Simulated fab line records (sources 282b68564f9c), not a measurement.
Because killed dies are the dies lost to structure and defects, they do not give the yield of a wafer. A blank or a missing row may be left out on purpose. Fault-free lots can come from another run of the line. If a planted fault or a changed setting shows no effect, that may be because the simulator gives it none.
Which tool did it?	flow rit_cmos	14 lots with 42 wafers sampled at 5 steps, on a route of 202 steps

== WHAT EACH GAUGE READ, for each wafer ==
RIT_PRETRO_TW_MEAS_10. Usual: PRETRO_TW gives 473.8 (standard deviation 2.6).
lot	measured	on	PRETRO_TW	flag
L676	day 2 08:00	film_metro-03	474.2 476.5 475.5	
L677	day 2 11:58	film_metro-01	473.1 470.5 471.4	
L678	day 2 19:09	film_metro-04	473.8 472.6 471.9	
L679	day 3 00:23	film_metro-04	473.2 471.2 471.3	
L680	day 3 04:49	film_metro-03	472.6 471.5 474.5	
L683	day 3 19:10	film_metro-03	472.8 471.8 470.7	
L684	day 4 00:23	film_metro-03	448.5 448.0 449.4	OFF
L685	day 4 05:22	film_metro-03	447.5 445.8 451.6	OFF
L690	day 5 08:03	film_metro-03	473.1 476.1 470.6	
L691	day 5 11:10	film_metro-04	473.7 474.5 472.9	
L692	day 5 16:59	film_metro-03	475.6 473.2 472.9	
L693	day 5 20:11	film_metro-01	474.4 472.0 474.1	
L697	day 6 18:38	film_metro-01	478.5 473.7 476.2	
L699	day 7 03:28	film_metro-03	474.4 469.1 472.7	

RIT_GATE_CD_MEAS_90: the cd target is 150 nm. Usual: cd_nm at 150.0 nm, with a standard deviation of 2.7.
lot	measured	on	cd_nm (nm)	flag
L676	day 2 13:04	cd_sem-01	145.9 147.8 147.2	
L677	day 2 19:29	cd_sem-01	155.2 155.4 154.1	
L678	day 3 00:32	cd_sem-01	151.5 148.7 150.0	
L679	day 3 05:39	cd_sem-01	150.2 149.5 150.7	
L680	day 3 10:03	cd_sem-02	149.1 149.4 151.1	
L683	day 4 00:56	cd_sem-02	150.6 148.5 146.4	
L684	day 4 05:57	cd_sem-01	152.5 152.6 150.2	
L685	day 4 13:49	cd_sem-02	152.9 151.5 153.1	
L690	day 5 13:16	cd_sem-01	154.5 155.1 155.0	
L691	day 5 17:11	cd_sem-02	145.3 146.7 147.1	
L692	day 5 22:20	cd_sem-01	152.8 149.3 153.2	
L693	day 6 02:07	cd_sem-02	151.4 153.8 153.9	
L697	day 7 00:09	cd_sem-01	151.2 149.7 149.9	
L699	day 7 08:50	cd_sem-02	149.7 149.8 151.3	

RIT_NSD_OVL_MEAS_06. Usual: NSD_OVL gives 0.2 nm (standard deviation 1.5).
lot	measured	on	NSD_OVL (nm)	flag
L676	day 2 22:59	overlay-01	0.3 0.2 1.1	
L677	day 3 05:04	overlay-02	1.8 -0.6 0.6	
L678	day 3 10:17	overlay-02	3.3 1.2 1.8	
L679	day 3 15:04	overlay-02	1.8 1.6 1.7	
L680	day 3 19:44	overlay-02	2.4 2.0 1.0	
L683	day 4 11:18	overlay-01	0.4 -1.1 -0.8	
L684	day 4 15:22	overlay-02	1.0 0.6 0.6	
L685	day 5 01:03	overlay-01	-2.2 -3.2 -2.6	
L690	day 5 22:55	overlay-02	-3.3 -0.3 -2.2	
L691	day 6 02:36	overlay-02	-1.9 -1.2 -1.5	
L692	day 6 08:26	overlay-02	-0.2 0.7 -1.3	
L693	day 6 11:58	overlay-01	0.2 -1.0 -1.5	
L697	day 7 09:36	overlay-02	1.3 2.2 2.1	
L699	day 7 18:24	overlay-01	-0.3 0.3 -0.1	

== TOOL THAT RAN EACH LOT (tool first, then ch and the chambers of the sampled wafers, then the start) ==
lot	RIT_PWELL_STRIP_09	RIT_PRETRO_IMPLANT_08
L676	plasma_asher-03 ch 0,1, day 1 22:47	implanter-01 ch 0, day 2 07:43
L677	plasma_asher-03 ch 0,1, day 2 03:22	implanter-01 ch 0, day 2 11:38
L678	plasma_asher-04 ch 0,1, day 2 10:29	implanter-02 ch 0, day 2 18:49
L679	plasma_asher-03 ch 0,1, day 2 14:49	implanter-02 ch 0, day 3 00:03
L680	plasma_asher-02 ch 0,1, day 2 20:05	implanter-04 ch 0, day 3 04:31
L683	plasma_asher-03 ch 0,1, day 3 10:26	implanter-02 ch 0, day 3 18:52
L684	plasma_asher-03 ch 0,1, day 3 15:34	implanter-02 ch 0, day 4 00:05
L685	plasma_asher-03 ch 0,1, day 3 20:12	implanter-02 ch 0, day 4 05:02
L690	plasma_asher-02 ch 0,1, day 4 23:00	implanter-04 ch 0, day 5 07:46
L691	plasma_asher-04 ch 0,1, day 5 01:50	implanter-04 ch 0, day 5 10:51
L692	plasma_asher-03 ch 0,1, day 5 07:58	implanter-04 ch 0, day 5 16:40
L693	plasma_asher-02 ch 0,1, day 5 11:22	implanter-04 ch 0, day 5 19:52
L697	plasma_asher-02 ch 0,1, day 6 09:44	implanter-04 ch 0, day 6 18:19
L699	plasma_asher-02 ch 0,1, day 6 18:46	implanter-01 ch 0, day 7 03:11
- RIT_PWELL_STRIP_09: strips in O2, time 180 s.
- RIT_PRETRO_IMPLANT_08

== WHAT THE TOOLS THEMSELVES READ (means of the sampled wafers that have a number; where no wafer has one, the mark that the record gives instead) ==
RIT_PWELL_STRIP_09. Usual: drypump_motor_current_A at 5.3 A, with a standard deviation of 0.53.
lot	tool	drypump_motor_current_A (A)	flag
L676	plasma_asher-03	5.5	
L677	plasma_asher-03	5.1	
L678	plasma_asher-04	5.6	
L679	plasma_asher-03	5.1	
L680	plasma_asher-02	5.4	
L683	plasma_asher-03	5.1	
L684	plasma_asher-03	5.1	
L685	plasma_asher-03	5.5	
L690	plasma_asher-02	5.4	
L691	plasma_asher-04	5.7	
L692	plasma_asher-03	5.1	
L693	plasma_asher-02	5.4	
L697	plasma_asher-02	5.1	
L699	plasma_asher-02	5.4	

RIT_PRETRO_IMPLANT_08. Usual: dose_ions_cm2 1.1998e+13, standard deviation 1.4e+10; faraday_current_uA 38.3, standard deviation 0.75.
lot	tool	dose_ions_cm2	faraday_current_uA	flag
L676	implanter-01	1.2006e+13	38.2	
L677	implanter-01	1.1992e+13	38.2	
L678	implanter-02	1.1992e+13	38.7	
L679	implanter-02	1.1998e+13	38.4	
L680	implanter-04	1.1998e+13	37.8	
L683	implanter-02	1.1989e+13	37.9	
L684	implanter-02	9.9660e+12	31.6	OFF
L685	implanter-02	9.9543e+12	31.4	OFF
L690	implanter-04	1.1979e+13	37.6	
L691	implanter-04	1.1996e+13	37.7	
L692	implanter-04	1.2004e+13	38.3	
L693	implanter-04	1.1998e+13	38.4	
L697	implanter-04	1.2005e+13	38.3	
L699	implanter-01	1.2016e+13	37.7	

== THE ANSWER, worked out from the rows above alone ==
Rule: take the mean of a lot's wafers that have a number; if it is more than 3 standard deviations from the usual mean, the lot is off. A lot without any number at a reading at which 4 lots or more have one is off too. Any other lot the step has rows for is counted as sound. First the gauges in route order, then the tools' own readings, where a lot's mean is used as printed above. At the first step where some lot is off, the reading lying furthest off is the one used; lots without a number count as furthest.
Off: at RIT_PRETRO_TW_MEAS_10 (PRETRO_TW), L684, L685.
A tool fits if, at a process step before that reading, it ran every lot that is off, and no sound lot after the first of them. The gauges at RIT_PRETRO_TW_MEAS_10 aren't tried: what is off there is off at RIT_PRETRO_IMPLANT_08 too, on other tools, and a gauge's error can't cause that. One candidate fits, namely implanter-02 at RIT_PRETRO_IMPLANT_08. A fault onset in the window from L683 (day 3 18:52, its last sound lot) to L684 (day 4 00:05, its first lot off) fits.
The tool's own readings at RIT_PRETRO_IMPLANT_08 bear it out: on the lots that are off they differ by more than 5 times the standard deviation of the sound lots' means. dose_ions_cm2 reads 9.9602e+12 there against 1.1998e+13 on the sound lots; faraday_current_uA reads 31.5 there against 38.1 on the sound lots.

== WHAT THE SIMULATOR HAD PUT IN ==
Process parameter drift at RIT_PRETRO_IMPLANT_08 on implanter-02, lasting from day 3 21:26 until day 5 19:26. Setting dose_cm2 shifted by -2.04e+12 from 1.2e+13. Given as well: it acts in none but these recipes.
Shown lots that were struck: L684, L685. The rule above reached the same finding.
